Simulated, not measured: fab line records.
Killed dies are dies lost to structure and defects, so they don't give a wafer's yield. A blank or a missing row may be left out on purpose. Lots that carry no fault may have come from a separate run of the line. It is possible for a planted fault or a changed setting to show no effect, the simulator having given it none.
Split-lot study :: flow berkeley cmos170 :: 5 lots, 23 wafers read, on a route of 331 steps

== THE SPLIT ITSELF ==
At UCB170_BACKSIDE_STRIP_03 (strips in O2), the setting power w was moved away from the recipe's 400 W on 10 of the 23 wafers read, by -5.4% to +10.7%. All remaining wafers had this setting at the recipe value.

The reading comes from the split's own step.

== THE READING ==
oes product au, in a.u., at UCB170_BACKSIDE_STRIP_03 (strips in O2). On this fab line, fault-free wafers typically give 0.735 a.u. with a standard deviation of 0.0046 a.u.

wafer: L074.2
tool, chamber at the split: plasma asher-02, 1
power w as run, W: 400
against the recipe: recipe
oes product au, a.u.: 0.737
against lot-mates on the recipe: -

wafer: L074.4
tool, chamber at the split: plasma asher-02, 1
power w as run, W: 400
against the recipe: recipe
oes product au, a.u.: 0.737
against lot-mates on the recipe: -

wafer: L074.6
tool, chamber at the split: plasma asher-02, 0
power w as run, W: 400
against the recipe: recipe
oes product au, a.u.: 0.732
against lot-mates on the recipe: -

wafer: L079.1
tool, chamber at the split: plasma asher-02, 1
power w as run, W: 400
against the recipe: recipe
oes product au, a.u.: 0.737
against lot-mates on the recipe: -

wafer: L079.3
tool, chamber at the split: plasma asher-02, 0
power w as run, W: 442.7
against the recipe: +10.7%
oes product au, a.u.: 0.770
against lot-mates on the recipe: +0.034

wafer: L079.4
tool, chamber at the split: plasma asher-02, 1
power w as run, W: 442.7
against the recipe: +10.7%
oes product au, a.u.: 0.781
against lot-mates on the recipe: +0.045

wafer: L079.5
tool, chamber at the split: plasma asher-02, 0
power w as run, W: 442.7
against the recipe: +10.7%
oes product au, a.u.: 0.775
against lot-mates on the recipe: +0.039

wafer: L079.6
tool, chamber at the split: plasma asher-02, 1
power w as run, W: 400
against the recipe: recipe
oes product au, a.u.: 0.736
against lot-mates on the recipe: -

wafer: L078.1
tool, chamber at the split: plasma asher-04, 0
power w as run, W: 414.8
against the recipe: +3.7%
oes product au, a.u.: 0.741
against lot-mates on the recipe: +0.003

wafer: L078.2
tool, chamber at the split: plasma asher-04, 1
power w as run, W: 414.8
against the recipe: +3.7%
oes product au, a.u.: 0.748
against lot-mates on the recipe: +0.010

wafer: L078.3
tool, chamber at the split: plasma asher-04, 1
power w as run, W: 400
against the recipe: recipe
oes product au, a.u.: 0.739
against lot-mates on the recipe: -

wafer: L078.5
tool, chamber at the split: plasma asher-04, 0
power w as run, W: 414.8
against the recipe: +3.7%
oes product au, a.u.: 0.740
against lot-mates on the recipe: +0.002

wafer: L078.6
tool, chamber at the split: plasma asher-04, 1
power w as run, W: 400
against the recipe: recipe
oes product au, a.u.: 0.736
against lot-mates on the recipe: -

wafer: L084.1
tool, chamber at the split: plasma asher-02, 1
power w as run, W: 400
against the recipe: recipe
oes product au, a.u.: 0.734
against lot-mates on the recipe: -

wafer: L084.3
tool, chamber at the split: plasma asher-02, 0
power w as run, W: 400
against the recipe: recipe
oes product au, a.u.: 0.740
against lot-mates on the recipe: -

wafer: L084.4
tool, chamber at the split: plasma asher-02, 1
power w as run, W: 400
against the recipe: recipe
oes product au, a.u.: 0.748
against lot-mates on the recipe: -

wafer: L084.5
tool, chamber at the split: plasma asher-02, 0
power w as run, W: 434.8
against the recipe: +8.7%
oes product au, a.u.: 0.766
against lot-mates on the recipe: +0.025

wafer: L084.6
tool, chamber at the split: plasma asher-02, 1
power w as run, W: 434.8
against the recipe: +8.7%
oes product au, a.u.: 0.769
against lot-mates on the recipe: +0.028

wafer: L085.1
tool, chamber at the split: plasma asher-04, 1
power w as run, W: 378.4
against the recipe: -5.4%
oes product au, a.u.: 0.713
against lot-mates on the recipe: -0.024

wafer: L085.2
tool, chamber at the split: plasma asher-04, 0
power w as run, W: 400
against the recipe: recipe
oes product au, a.u.: 0.733
against lot-mates on the recipe: -

wafer: L085.3
tool, chamber at the split: plasma asher-04, 1
power w as run, W: 378.4
against the recipe: -5.4%
oes product au, a.u.: 0.714
against lot-mates on the recipe: -0.023

wafer: L085.4
tool, chamber at the split: plasma asher-04, 0
power w as run, W: 400
against the recipe: recipe
oes product au, a.u.: 0.740
against lot-mates on the recipe: -

wafer: L085.6
tool, chamber at the split: plasma asher-04, 1
power w as run, W: 400
against the recipe: recipe
oes product au, a.u.: 0.737
against lot-mates on the recipe: -

FIT RESULTS
A straight line over all 23 wafers: oes product au changes by +0.00361 a.u. for each +1% of power w; r = +0.97; the points scatter about the line by 0.0047 a.u.
The same after taking each lot's own level away (the mean of its wafers on the recipe; 23 wafers): +0.00354 a.u. for each +1%; r = +0.97; scatter 0.0045 a.u.
On that fit, the largest move of power w shifts the reading by 0.038 a.u.
The span of the lots' own levels, 0.7353 to 0.7407 a.u., comes to 1.2 times the standard deviation stated above.
The two slopes are in agreement: the lot-to-lot level therefore moves the slope only a little.
Check: +0.0369 a.u. against its lot-mates is what the line predicts for one of the wafers moved furthest among these (+10.7%) when that wafer is left out of the fit. It came out at +0.0335 a.u. against them.
Tool readings at the split's step, against how far the setting was moved: oes product au r = +0.97; strip time to endpoint s r = -1.00.

== THESE WAFERS: OTHER SPLITS ==
Note: prior to the reading, these wafers also went through further splits. Each is held against what the fit with the lots' levels taken away leaves over:
other split on the same wafers: UCB170_ZERO_COAT_01 resist thk nm
wafers away from the commonest value: 6
r with oes product au (lot level and that fit taken away): +0.13

other split on the same wafers: UCB170_NWELL_CVD_04 time s
wafers away from the commonest value: 15
r with oes product au (lot level and that fit taken away): -0.16

other split on the same wafers: UCB170_NWELL_ETCH_13 over etch frac
wafers away from the commonest value: 5
r with oes product au (lot level and that fit taken away): +0.03

other split on the same wafers: UCB170_PWELL_CVD_05 sih2cl2 flow sccm
wafers away from the commonest value: 15
r with oes product au (lot level and that fit taken away): +0.06

other split on the same wafers: UCB170_ACTIVE_EXPOSE_10 dose mj
wafers away from the commonest value: 9
r with oes product au (lot level and that fit taken away): +0.02

other split on the same wafers: UCB170_NVT_IMPLANT_07 dose cm2
wafers away from the commonest value: 11
r with oes product au (lot level and that fit taken away): -0.10

other split on the same wafers: UCB170_PVT_IMPLANT_07 energy kev
wafers away from the commonest value: 5
r with oes product au (lot level and that fit taken away): +0.60

other split on the same wafers: UCB170_NLDD_PEB_04 peb temp c
wafers away from the commonest value: 7
r with oes product au (lot level and that fit taken away): -0.16

other split on the same wafers: UCB170_NLDD_IMPLANT_09 energy kev
wafers away from the commonest value: 6
r with oes product au (lot level and that fit taken away): -0.19

== THE WHOLE CHAIN: every reading that the file lists as answering this split, in the file's order ==
step: UCB170_BACKSIDE_STRIP_03
what it does: strips in O2
reading: oes product au
change (the file's fit): +0.00342 a.u. for each +1% of the setting
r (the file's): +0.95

step: UCB170_BACKSIDE_STRIP_03
what it does: strips in O2
reading: strip time to endpoint s
change (the file's fit): withheld for each +1% of the setting
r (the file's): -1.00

== FILE'S OWN FIT ==
oes product au changes by +0.00342 a.u. for each +1% of power w, r = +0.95.
